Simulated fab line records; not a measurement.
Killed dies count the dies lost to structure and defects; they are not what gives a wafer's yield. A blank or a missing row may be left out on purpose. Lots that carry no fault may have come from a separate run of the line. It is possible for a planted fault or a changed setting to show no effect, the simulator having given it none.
A sampling plan put to the test    flow berkeleyCmos170    one fab line, 30 faults that these records tell of, each judged on the records of the lots that it struck; 2 more are left out, because the records don't allow judging them
What counts as the plan is the set of the line's own looks, namely the steps on the route at which a gauge or an inspection reads a wafer and does not change it. Where struck wafers have a number at a look and the file lists that look's usual mean and standard deviation on fault-free wafers, the look can be judged. Caught: at a look after the fault's first step, the mean of the struck wafers lies 4 or more of those standard deviations (sigma) from the usual mean. On the tool: the same test on the tool's own readings at the fault's steps. A different recipe on the struck wafers counts as caught too, as does a record blank only for those wafers.

THE FAULTS, as the simulator had put them in
1. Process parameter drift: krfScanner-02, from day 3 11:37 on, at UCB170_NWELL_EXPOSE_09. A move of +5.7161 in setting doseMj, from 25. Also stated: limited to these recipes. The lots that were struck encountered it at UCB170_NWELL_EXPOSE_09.
2. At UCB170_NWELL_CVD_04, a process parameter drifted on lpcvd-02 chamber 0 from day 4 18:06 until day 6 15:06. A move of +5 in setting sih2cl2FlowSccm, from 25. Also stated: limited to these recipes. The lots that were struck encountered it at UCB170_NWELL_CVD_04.
3. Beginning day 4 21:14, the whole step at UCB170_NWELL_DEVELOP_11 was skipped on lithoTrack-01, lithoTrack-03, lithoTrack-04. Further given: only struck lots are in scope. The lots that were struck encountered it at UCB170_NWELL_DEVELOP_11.
4. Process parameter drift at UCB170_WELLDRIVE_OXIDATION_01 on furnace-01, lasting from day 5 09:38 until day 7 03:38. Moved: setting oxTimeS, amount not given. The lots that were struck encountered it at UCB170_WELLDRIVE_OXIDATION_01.
5. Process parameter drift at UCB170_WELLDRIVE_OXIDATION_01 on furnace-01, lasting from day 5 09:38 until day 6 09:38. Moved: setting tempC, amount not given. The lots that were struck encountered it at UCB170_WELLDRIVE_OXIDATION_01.
6. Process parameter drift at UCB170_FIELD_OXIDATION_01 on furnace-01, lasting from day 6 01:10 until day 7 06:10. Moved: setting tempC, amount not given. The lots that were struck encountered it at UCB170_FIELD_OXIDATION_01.
7. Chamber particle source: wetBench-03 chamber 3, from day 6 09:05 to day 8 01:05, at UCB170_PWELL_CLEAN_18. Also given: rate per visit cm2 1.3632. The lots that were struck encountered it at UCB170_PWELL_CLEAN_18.
8. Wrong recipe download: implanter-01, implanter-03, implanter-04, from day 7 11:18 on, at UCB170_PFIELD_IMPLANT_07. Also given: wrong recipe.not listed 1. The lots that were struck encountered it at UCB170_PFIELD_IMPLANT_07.
9. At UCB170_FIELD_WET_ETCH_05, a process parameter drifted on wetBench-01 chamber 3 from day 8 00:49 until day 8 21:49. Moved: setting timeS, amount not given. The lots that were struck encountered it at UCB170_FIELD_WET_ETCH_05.
10. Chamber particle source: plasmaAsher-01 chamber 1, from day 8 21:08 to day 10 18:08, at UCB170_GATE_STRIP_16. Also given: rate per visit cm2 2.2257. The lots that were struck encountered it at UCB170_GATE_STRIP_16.
11. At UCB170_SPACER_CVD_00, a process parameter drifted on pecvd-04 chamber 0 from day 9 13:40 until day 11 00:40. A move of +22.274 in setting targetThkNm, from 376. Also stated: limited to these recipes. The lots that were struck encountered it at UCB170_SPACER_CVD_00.
12. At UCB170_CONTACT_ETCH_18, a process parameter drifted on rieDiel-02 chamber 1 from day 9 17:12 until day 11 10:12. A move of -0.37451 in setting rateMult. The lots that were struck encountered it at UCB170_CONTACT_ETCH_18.
13. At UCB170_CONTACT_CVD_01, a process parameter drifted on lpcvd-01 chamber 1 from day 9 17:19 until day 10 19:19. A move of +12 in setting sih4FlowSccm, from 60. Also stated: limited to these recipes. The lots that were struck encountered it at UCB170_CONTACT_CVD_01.
14. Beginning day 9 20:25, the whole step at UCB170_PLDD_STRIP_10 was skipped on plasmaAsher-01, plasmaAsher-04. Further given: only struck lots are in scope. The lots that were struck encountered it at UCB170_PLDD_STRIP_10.
15. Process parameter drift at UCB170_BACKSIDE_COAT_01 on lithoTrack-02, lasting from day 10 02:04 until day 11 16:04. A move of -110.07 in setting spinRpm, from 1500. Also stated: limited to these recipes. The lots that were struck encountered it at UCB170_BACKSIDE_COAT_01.
16. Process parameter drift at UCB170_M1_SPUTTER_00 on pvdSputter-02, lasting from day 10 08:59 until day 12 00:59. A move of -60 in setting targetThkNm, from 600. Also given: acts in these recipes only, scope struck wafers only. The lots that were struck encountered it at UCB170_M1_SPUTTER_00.
17. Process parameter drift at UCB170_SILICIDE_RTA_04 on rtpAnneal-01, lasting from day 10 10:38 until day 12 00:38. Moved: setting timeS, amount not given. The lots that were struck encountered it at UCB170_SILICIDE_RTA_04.
18. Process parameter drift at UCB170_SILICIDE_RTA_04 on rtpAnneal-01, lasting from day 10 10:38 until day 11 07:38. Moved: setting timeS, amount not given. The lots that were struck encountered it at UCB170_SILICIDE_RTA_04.
19. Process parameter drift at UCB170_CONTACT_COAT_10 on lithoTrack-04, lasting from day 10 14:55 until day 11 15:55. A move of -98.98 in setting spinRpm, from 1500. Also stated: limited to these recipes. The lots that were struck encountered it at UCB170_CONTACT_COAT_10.
20. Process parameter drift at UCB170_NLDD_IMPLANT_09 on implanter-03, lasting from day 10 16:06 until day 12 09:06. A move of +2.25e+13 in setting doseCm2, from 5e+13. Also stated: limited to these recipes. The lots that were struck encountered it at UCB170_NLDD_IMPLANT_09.
21. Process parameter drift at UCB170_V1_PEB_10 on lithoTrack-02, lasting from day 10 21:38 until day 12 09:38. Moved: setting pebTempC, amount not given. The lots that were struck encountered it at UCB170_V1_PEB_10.
22. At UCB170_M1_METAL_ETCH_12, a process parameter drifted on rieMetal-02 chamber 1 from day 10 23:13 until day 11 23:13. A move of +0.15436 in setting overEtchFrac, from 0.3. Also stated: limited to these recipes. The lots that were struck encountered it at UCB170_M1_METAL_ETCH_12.
23. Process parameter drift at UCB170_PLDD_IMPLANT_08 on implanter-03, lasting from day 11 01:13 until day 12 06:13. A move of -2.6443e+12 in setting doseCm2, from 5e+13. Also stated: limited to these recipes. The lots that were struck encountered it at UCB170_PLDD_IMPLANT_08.
24. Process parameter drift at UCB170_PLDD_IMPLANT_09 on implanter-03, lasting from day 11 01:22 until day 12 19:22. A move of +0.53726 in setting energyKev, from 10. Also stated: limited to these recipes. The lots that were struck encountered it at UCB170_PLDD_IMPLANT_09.
25. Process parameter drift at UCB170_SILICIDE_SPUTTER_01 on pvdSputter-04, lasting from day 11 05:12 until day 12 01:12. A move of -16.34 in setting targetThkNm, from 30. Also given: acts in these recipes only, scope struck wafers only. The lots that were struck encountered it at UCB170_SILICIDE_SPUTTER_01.
26. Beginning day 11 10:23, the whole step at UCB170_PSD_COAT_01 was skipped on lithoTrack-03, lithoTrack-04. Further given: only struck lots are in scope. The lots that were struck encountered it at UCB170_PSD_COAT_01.
27. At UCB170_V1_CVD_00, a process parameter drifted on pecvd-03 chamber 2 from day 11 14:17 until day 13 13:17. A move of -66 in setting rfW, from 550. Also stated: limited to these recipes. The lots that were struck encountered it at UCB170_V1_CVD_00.
28. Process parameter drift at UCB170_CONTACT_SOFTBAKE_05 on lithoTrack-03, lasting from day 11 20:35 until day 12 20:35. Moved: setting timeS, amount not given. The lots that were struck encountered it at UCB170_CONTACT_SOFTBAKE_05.
29. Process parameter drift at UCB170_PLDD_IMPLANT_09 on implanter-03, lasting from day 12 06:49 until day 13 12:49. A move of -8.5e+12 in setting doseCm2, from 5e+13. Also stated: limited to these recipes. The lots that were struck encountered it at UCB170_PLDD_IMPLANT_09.
30. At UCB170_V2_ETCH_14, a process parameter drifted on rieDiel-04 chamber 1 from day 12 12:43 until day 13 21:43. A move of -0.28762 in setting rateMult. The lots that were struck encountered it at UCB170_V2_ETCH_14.

WHAT THE PLAN SAW
fault  on the tool itself                                first look that catches it                       reading, sigma                                                        median hours from its first step to that look  hours from the fault's start to the first struck lot there  judged looks passed uncaught
1      exposureDoseMJCm2 +99 or beyond sigma             not the one look that can be judged after it     -                                                                     -                                              -                                                           1
2      sih2cl2FlowSccm +74 sigma                         UCB170_NWELL_THK_MEAS_05                         NWELL_NITRIDE_THK +7.1                                                2.0                                            6                                                           0
3      no reading that can be judged                     no look after it can be judged                   -                                                                     -                                              -                                                           0
4      under 2 sigma                                     UCB170_WELLDRIVE_THK_MEAS_02                     WELLDRIVE_OXIDE_THK -18                                               3.5                                            19                                                          0
5      tubeCenterTempC +95 sigma                         not the one look that can be judged after it     strongest: WELLDRIVE_OXIDE_THK at UCB170_WELLDRIVE_THK_MEAS_02, +2.6  -                                              -                                                           1
6      tubeCenterTempC +99 or beyond sigma               UCB170_FIELD_THK_MEAS_02                         FIELD_OXIDE_THK +10                                                   3.0                                            9                                                           0
7      no reading that can be judged                     not the one look that can be judged after it     -                                                                     -                                              -                                                           1
8      under 2 sigma                                     UCB170_PFIELD_TW_MEAS_09                         PFIELD_TW +81                                                         0.2                                            5                                                           0
9      runLengthS +99 or beyond sigma                    none of the 2 looks that can be judged after it  strongest: FIELD_OXIDE_LEFT_1_THK at UCB170_FIELD_THK_MEAS_90, -3.1   -                                              -                                                           2
10     under 2 sigma                                     none of the 2 looks that can be judged after it  -                                                                     -                                              -                                                           2
11     under 2 sigma                                     UCB170_SPACER_THK_MEAS_01                        SPACER_TEOS_THK +4.3                                                  0.0                                            20                                                          0
12     oesProductAu -9.2 sigma                           no look after it can be judged                   -                                                                     -                                              -                                                           0
13     sih4FlowSccm +67 sigma                            UCB170_CONTACT_THK_MEAS_02                       CONTACT_PSG_THK +7.6                                                  1.8                                            7                                                           0
14     the tool's record is blank for the struck wafers  UCB170_NLDD_TW_MEAS_11                           NLDD_TW -99 or beyond                                                 2.5                                            2                                                           0
15     spinSpeedRpm -92 sigma                            not the one look that can be judged after it     -                                                                     -                                              -                                                           1
16     under 2 sigma                                     UCB170_M1_RS_MEAS_01                             M1_AL_RS +11                                                          0.1                                            6                                                           0
17     under 2 sigma                                     none of the 6 looks that can be judged after it  -                                                                     -                                              -                                                           6
18     under 2 sigma                                     none of the 6 looks that can be judged after it  -                                                                     -                                              -                                                           6
19     spinSpeedRpm -99 or beyond sigma                  none of the 2 looks that can be judged after it  -                                                                     -                                              -                                                           2
20     doseIonsCm2 +99 or beyond sigma                   UCB170_NLDD_TW_MEAS_11                           NLDD_TW +5.3                                                          0.2                                            8                                                           0
21     heaterPowerTotalW +62 sigma                       UCB170_V1_CD_MEAS_12                             cdNm +20                                                              0.3                                            1                                                           0
22     oesProductAu -6.4 sigma                           no look after it can be judged                   -                                                                     -                                              -                                                           0
23     doseIonsCm2 -45 sigma                             UCB170_SDANNEAL_RS_MEAS_04                       PLDD_RS +7.9                                                          16.8                                           21                                                          1
24     beamEnergyKeV +99 or beyond sigma                 no look after it can be judged                   -                                                                     -                                              -                                                           0
25     under 2 sigma                                     UCB170_SILICIDE_RS_MEAS_02                       SILICIDE_TI_RS +99 or beyond                                          0.1                                            7                                                           0
26     the tool's record is blank for the struck wafers  no look after it can be judged                   -                                                                     -                                              -                                                           0
27     rfFwdPowerW -40 sigma                             not the one look that can be judged after it     strongest: V1_TEOS_THK at UCB170_V1_THK_MEAS_01, -2.9                 -                                              -                                                           1
28     runLengthS +44 sigma                              none of the 2 looks that can be judged after it  -                                                                     -                                              -                                                           2
29     doseIonsCm2 -99 or beyond sigma                   UCB170_SDANNEAL_RS_MEAS_04                       PLDD_RS +27                                                           18.3                                           26                                                          1
30     oesProductAu -4.3 sigma                           no look after it can be judged                   -                                                                     -                                              -                                                           0
A dash: this means the fault isn't caught or the number doesn't appear in these records.

Caught at a look: 13 of 30. Caught on the tool: 20 of 30. By one or the other: 25 of 30.
Caught on the tool alone: faults 1, 5, 9, 12, 15, 19, 22, 24, 26, 27, 28, 30.
Caught at a look alone: faults 4, 8, 11, 16, 25.
Caught by neither: faults 3, 7, 10, 17, 18.

THINNER SAMPLING
In the worst case, this is how late the first struck lot would be measured if the look that catches a fault measured only every second or every third lot, by lot number:
fault  struck lots at that look, in order of time  every lot  every second lot  every third lot
2      L885                                        6 h        may miss it       may miss it
4      L667, L668                                  19 h       19 h              may miss all 2
6      L852, L854, L853                            9 h        9 h               9 h
8      L856, L857, L858, L859                      5 h        5 h               20 h
11     L708                                        20 h       may miss it       may miss it
13     L863, L866                                  7 h        19 h              may miss all 2
14     L248, L249                                  2 h        13 h              may miss all 2
16     L668, L671                                  6 h        19 h              may miss all 2
20     L134, L135                                  8 h        16 h              may miss all 2
21     L600, L603                                  1 h        27 h              may miss all 2
23     L605, L603                                  21 h       may miss all 2    may miss all 2
25     L671                                        7 h        may miss it       may miss it
29     L120, L121                                  26 h       28 h              may miss all 2
The hour figures run from when the fault began to the first measured lot among those it struck. The limit of 4 sigma was tested on all struck wafers together, so one lot alone may lie under it. Other struck lots may not be in these records.

THE LONGEST TIMED WAY FROM STEP TO LOOK
For fault 29, UCB170_PLDD_IMPLANT_09 and UCB170_SDANNEAL_RS_MEAS_04 are separated by a median of 18.3 hours. The look between them that can be judged stayed within 4 sigma: UCB170_PLDD_TW_MEAS_11.
